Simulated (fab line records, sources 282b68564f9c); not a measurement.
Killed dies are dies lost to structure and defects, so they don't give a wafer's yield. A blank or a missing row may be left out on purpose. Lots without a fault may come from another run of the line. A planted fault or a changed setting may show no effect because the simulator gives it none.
Problem report in the 8D (eight disciplines) form, filled by code | flow rit_cmos | the parts of the form that need people (team, actions taken, sign-off) are left out

1. THE PROBLEM
SILICIDE_TI_RS at RIT_SILICIDE_RS_MEAS_02 reads a mean of 56.4 ohm/sq on 9 wafers of 3 lots; wafers without a fault read 50.4 ohm/sq with a standard deviation of 0.84. That is +7.1 standard deviations from the usual mean.
The step: measures by four-point-probe.
First seen on wafer L347.2, day 3 20:17, on film_metro-02. The record holds 45 wafers of 15 lots with a number at this step. Rule for "out", or "out of limits": more than 4 standard deviations from the usual mean. The other wafers with a number count as sound.

2. WHAT IT IS AND WHAT IT IS NOT
question                    | is                           | is not
which readings at this step | SILICIDE_TI_RS               | -
which lots                  | L347, L349, L351             | L344, L345, L346, L352, L356, L358, L360, L361, L363, L364, L365, L366
which wafers of those lots  | all that have a number       | -
read on which gauges        | film_metro-02, film_metro-03 | film_metro-04
when                        | from day 3 20:17             | up to then (9 sound wafers); but 27 sound wafers of L352, L356, L358, L360, L361, L363, L364, L365, L366 came after

3. SUSPECTS, AND WHAT RULES EACH OUT
Counting: a tool at a process step up to the reading stays a suspect if it ran every lot that is out and no sound lot after the first of them.
- the gauge at RIT_SILICIDE_RS_MEAS_02: ruled out. The wafers that are out were read on 2 gauges (film_metro-02, film_metro-03).
- pvd_sputter-03 at RIT_SILICIDE_SPUTTER_01 (material Ti, target thk 30 nm, time 231.4 s): ruled out as a lasting fault. Sound lots L364, L366 ran on it after its first lot that is out, L347 (day 3 20:07).
Left after counting: nothing in the record.

4. THE CAUSE (what the simulator had put in)
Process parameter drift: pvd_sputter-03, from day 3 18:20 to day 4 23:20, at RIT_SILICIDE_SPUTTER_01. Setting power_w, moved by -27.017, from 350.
Counting ruled it out, wrongly: the rule takes a fault to strike every lot that its tool runs from its start on, and this one did not.

5. THE CHAIN OF EFFECTS, in route order
Each row: a reading whose mean over the struck wafers that have a number lies more than 3 standard deviations from the usual. Only readings for which the record gives a usual standard deviation are gone through. hours: the time from each lot's start at the first step in this table that gives one to its start at this step, as a median over the lots. sigmas: the change in usual standard deviations.
hours | step                     | reading            | usual       | on struck wafers | change | sigmas
0     | RIT_SILICIDE_SPUTTER_01  | cathode_dc_power_W | 350.00 W    | 323.01           | -26.99 | -99 or more
0     | RIT_SILICIDE_RS_MEAS_02  | SILICIDE_TI_RS     | 50.4 ohm/sq | 56.4             | +6.0   | +7.1
0     | RIT_SILICIDE_THK_MEAS_03 | SILICIDE_TI_THK    | 28.8 nm     | 26.2             | -2.6   | -6.3
The process steps in it:
- RIT_SILICIDE_SPUTTER_01: material Ti, target thk 30 nm, time 231.4 s.

6. WHAT WOULD HAVE CAUGHT IT SOONER
In this record the first reading out of limits at a measuring or inspecting step was taken at day 3 20:17, 2 hours after the fault began at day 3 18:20.
The tool's own readings at RIT_SILICIDE_SPUTTER_01 were out on every struck wafer that the step has a row for (cathode_dc_power_W): an alarm limit on them would have fired on the first of those.
